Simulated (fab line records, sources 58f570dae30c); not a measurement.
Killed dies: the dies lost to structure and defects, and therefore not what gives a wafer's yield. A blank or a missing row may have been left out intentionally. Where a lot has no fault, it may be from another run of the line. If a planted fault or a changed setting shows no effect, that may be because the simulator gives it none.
Split-lot experiment || flow berkeley-cmos170 || on a route of 331 steps: 5 lots, 23 wafers read

## ON THE SPLIT
At UCB170_M3_SPUTTER_01 (material Al, target thk 900 nm, time 120 s), the setting time-s was moved away from the recipe's 120 s on 11 of the 23 wafers read, by -13.7% to +14.3%. For the rest of the wafers, this setting stayed at what the recipe calls for.

## FROM THE SPLIT TO THE READING: what the file shows between them, 6 steps
- UCB170_M3_RS_MEAS_02: measures by four-point-probe
- UCB170_M3_THK_MEAS_03: measures by xrf
- UCB170_M3_COAT_10: resist thk 900 nm (also split here: resist-thk-nm)
- UCB170_M3_SOFTBAKE_11: time 60 s
- UCB170_M3_EXPOSE_12: exposes mask METAL3, target cd 700 nm
- UCB170_M3_ETCH_17: etches BARC in N2/H2

## THE READING
oes-product-au, in a.u., at UCB170_M3_METAL_ETCH_18 (etches Al in Cl2/BCl3, stops on SiO2, target depth 1170 nm, time 195 s). Fault-free wafers of this fab line usually give 0.852 a.u., standard deviation 0.017 a.u.

{"wafer": "L076.1", "tool, chamber at the split": "pvd-sputter-03, -", "time-s as run, s": 120, "against the recipe": "recipe", "oes-product-au, a.u.": 0.833, "against lot-mates on the recipe": "-"}
{"wafer": "L076.2", "tool, chamber at the split": "pvd-sputter-03, -", "time-s as run, s": 103.6, "against the recipe": "-13.7%", "oes-product-au, a.u.": 0.791, "against lot-mates on the recipe": -0.051}
{"wafer": "L076.4", "tool, chamber at the split": "pvd-sputter-03, -", "time-s as run, s": 103.6, "against the recipe": "-13.7%", "oes-product-au, a.u.": 0.786, "against lot-mates on the recipe": -0.056}
{"wafer": "L076.5", "tool, chamber at the split": "pvd-sputter-03, -", "time-s as run, s": 120, "against the recipe": "recipe", "oes-product-au, a.u.": 0.852, "against lot-mates on the recipe": "-"}
{"wafer": "L076.6", "tool, chamber at the split": "pvd-sputter-03, -", "time-s as run, s": 103.6, "against the recipe": "-13.7%", "oes-product-au, a.u.": 0.784, "against lot-mates on the recipe": -0.058}
{"wafer": "L078.1", "tool, chamber at the split": "pvd-sputter-03, -", "time-s as run, s": 137.2, "against the recipe": "+14.3%", "oes-product-au, a.u.": 0.901, "against lot-mates on the recipe": "+0.065"}
{"wafer": "L078.2", "tool, chamber at the split": "pvd-sputter-03, -", "time-s as run, s": 137.2, "against the recipe": "+14.3%", "oes-product-au, a.u.": 0.903, "against lot-mates on the recipe": "+0.067"}
{"wafer": "L078.3", "tool, chamber at the split": "pvd-sputter-03, -", "time-s as run, s": 137.2, "against the recipe": "+14.3%", "oes-product-au, a.u.": 0.896, "against lot-mates on the recipe": "+0.060"}
{"wafer": "L078.5", "tool, chamber at the split": "pvd-sputter-03, -", "time-s as run, s": 120, "against the recipe": "recipe", "oes-product-au, a.u.": 0.834, "against lot-mates on the recipe": "-"}
{"wafer": "L078.6", "tool, chamber at the split": "pvd-sputter-03, -", "time-s as run, s": 120, "against the recipe": "recipe", "oes-product-au, a.u.": 0.838, "against lot-mates on the recipe": "-"}
{"wafer": "L079.1", "tool, chamber at the split": "pvd-sputter-01, -", "time-s as run, s": 120, "against the recipe": "recipe", "oes-product-au, a.u.": 0.885, "against lot-mates on the recipe": "-"}
{"wafer": "L079.4", "tool, chamber at the split": "pvd-sputter-01, -", "time-s as run, s": 120, "against the recipe": "recipe", "oes-product-au, a.u.": 0.875, "against lot-mates on the recipe": "-"}
{"wafer": "L079.6", "tool, chamber at the split": "pvd-sputter-01, -", "time-s as run, s": 120, "against the recipe": "recipe", "oes-product-au, a.u.": 0.872, "against lot-mates on the recipe": "-"}
{"wafer": "L082.2", "tool, chamber at the split": "pvd-sputter-04, -", "time-s as run, s": 120, "against the recipe": "recipe", "oes-product-au, a.u.": 0.861, "against lot-mates on the recipe": "-"}
{"wafer": "L082.3", "tool, chamber at the split": "pvd-sputter-04, -", "time-s as run, s": 128.4, "against the recipe": "+7.0%", "oes-product-au, a.u.": 0.897, "against lot-mates on the recipe": "+0.043"}
{"wafer": "L082.4", "tool, chamber at the split": "pvd-sputter-04, -", "time-s as run, s": 120, "against the recipe": "recipe", "oes-product-au, a.u.": 0.847, "against lot-mates on the recipe": "-"}
{"wafer": "L082.5", "tool, chamber at the split": "pvd-sputter-04, -", "time-s as run, s": 128.4, "against the recipe": "+7.0%", "oes-product-au, a.u.": 0.901, "against lot-mates on the recipe": "+0.047"}
{"wafer": "L082.6", "tool, chamber at the split": "pvd-sputter-04, -", "time-s as run, s": 128.4, "against the recipe": "+7.0%", "oes-product-au, a.u.": 0.893, "against lot-mates on the recipe": "+0.039"}
{"wafer": "L084.1", "tool, chamber at the split": "pvd-sputter-04, -", "time-s as run, s": 120, "against the recipe": "recipe", "oes-product-au, a.u.": 0.879, "against lot-mates on the recipe": "-"}
{"wafer": "L084.2", "tool, chamber at the split": "pvd-sputter-04, -", "time-s as run, s": 132.9, "against the recipe": "+10.8%", "oes-product-au, a.u.": 0.929, "against lot-mates on the recipe": "+0.057"}
{"wafer": "L084.3", "tool, chamber at the split": "pvd-sputter-04, -", "time-s as run, s": 132.9, "against the recipe": "+10.8%", "oes-product-au, a.u.": 0.913, "against lot-mates on the recipe": "+0.041"}
{"wafer": "L084.4", "tool, chamber at the split": "pvd-sputter-04, -", "time-s as run, s": 120, "against the recipe": "recipe", "oes-product-au, a.u.": 0.872, "against lot-mates on the recipe": "-"}
{"wafer": "L084.5", "tool, chamber at the split": "pvd-sputter-04, -", "time-s as run, s": 120, "against the recipe": "recipe", "oes-product-au, a.u.": 0.865, "against lot-mates on the recipe": "-"}

FIT RESULTS
A straight line over all 23 wafers: oes-product-au changes by +0.00446 a.u. for each +1% of time-s; r = +0.91; the points scatter about the line by 0.017 a.u.
The same after taking each lot's own level away (the mean of its wafers on the recipe; 23 wafers): +0.00442 a.u. for each +1%; r = +0.98; scatter 0.0071 a.u.
That fit puts the effect of the largest move of time-s on the reading at 0.063 a.u.
From 0.8360 to 0.8773 a.u.: that is the span of the lots' own levels, equal to 2.4 times the standard deviation above.
So the lot-to-lot level changes the slope little: the two slopes agree.
Check: with one of the wafers moved furthest among these (+14.3%) left out of the fit, the line predicts +0.066 a.u. for it against its lot-mates. Against them it came out at +0.065 a.u.

## ADDITIONAL SPLITS CARRIED BY THESE WAFERS
Other splits were also applied to these wafers ahead of the reading. Each is held against what the fit with the lots' levels taken away leaves over:
{"other split on the same wafers": "UCB170_M1_SPUTTER_00 time-s", "wafers away from the commonest value": 7, "r with oes-product-au (lot level and that fit taken away)": -0.09}
{"other split on the same wafers": "UCB170_M1_COAT_04 spin-rpm", "wafers away from the commonest value": 10, "r with oes-product-au (lot level and that fit taken away)": -0.30}
{"other split on the same wafers": "UCB170_M1_METAL_ETCH_12 icp-w", "wafers away from the commonest value": 9, "r with oes-product-au (lot level and that fit taken away)": "+0.50"}
{"other split on the same wafers": "UCB170_V1_ETCH_14 rf-w", "wafers away from the commonest value": 9, "r with oes-product-au (lot level and that fit taken away)": "+0.16"}
{"other split on the same wafers": "UCB170_M2_COAT_05 resist-thk-nm", "wafers away from the commonest value": 7, "r with oes-product-au (lot level and that fit taken away)": -0.04}
{"other split on the same wafers": "UCB170_V2_CVD_00 time-s", "wafers away from the commonest value": 12, "r with oes-product-au (lot level and that fit taken away)": "+0.00"}
{"other split on the same wafers": "UCB170_M3_COAT_10 resist-thk-nm", "wafers away from the commonest value": 10, "r with oes-product-au (lot level and that fit taken away)": "+0.25"}

## THE WHOLE CHAIN: every reading that the file lists as answering this split, in the file's order
{"step": "UCB170_M3_SPUTTER_01", "what it does": "material Al, target thk 900 nm, time 120 s", "reading": "Al_of_M3_SPUTTER_01.thk-nm (the simulator's own value, which no gauge read)", "change (the file's fit)": "+9.25 nm for each +1% of the setting", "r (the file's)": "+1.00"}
{"step": "UCB170_M3_RS_MEAS_02", "what it does": "measures by four-point-probe", "reading": "M3_AL_RS", "change (the file's fit)": "-0.000324 for each +1% of the setting", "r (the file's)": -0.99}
{"step": "UCB170_M3_THK_MEAS_03", "what it does": "measures by xrf", "reading": "M3_AL_THK", "change (the file's fit)": "+9.05 for each +1% of the setting", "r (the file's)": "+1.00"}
{"step": "UCB170_M3_METAL_ETCH_18", "what it does": "etches Al in Cl2/BCl3, stops on SiO2, target depth 1170 nm, time 195 s", "reading": "oes-product-au", "change (the file's fit)": "+0.00448 a.u. for each +1% of the setting", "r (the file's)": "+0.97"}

## THE FILE'S OWN FIT
oes-product-au changes by +0.00448 a.u. for each +1% of time-s, r = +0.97.
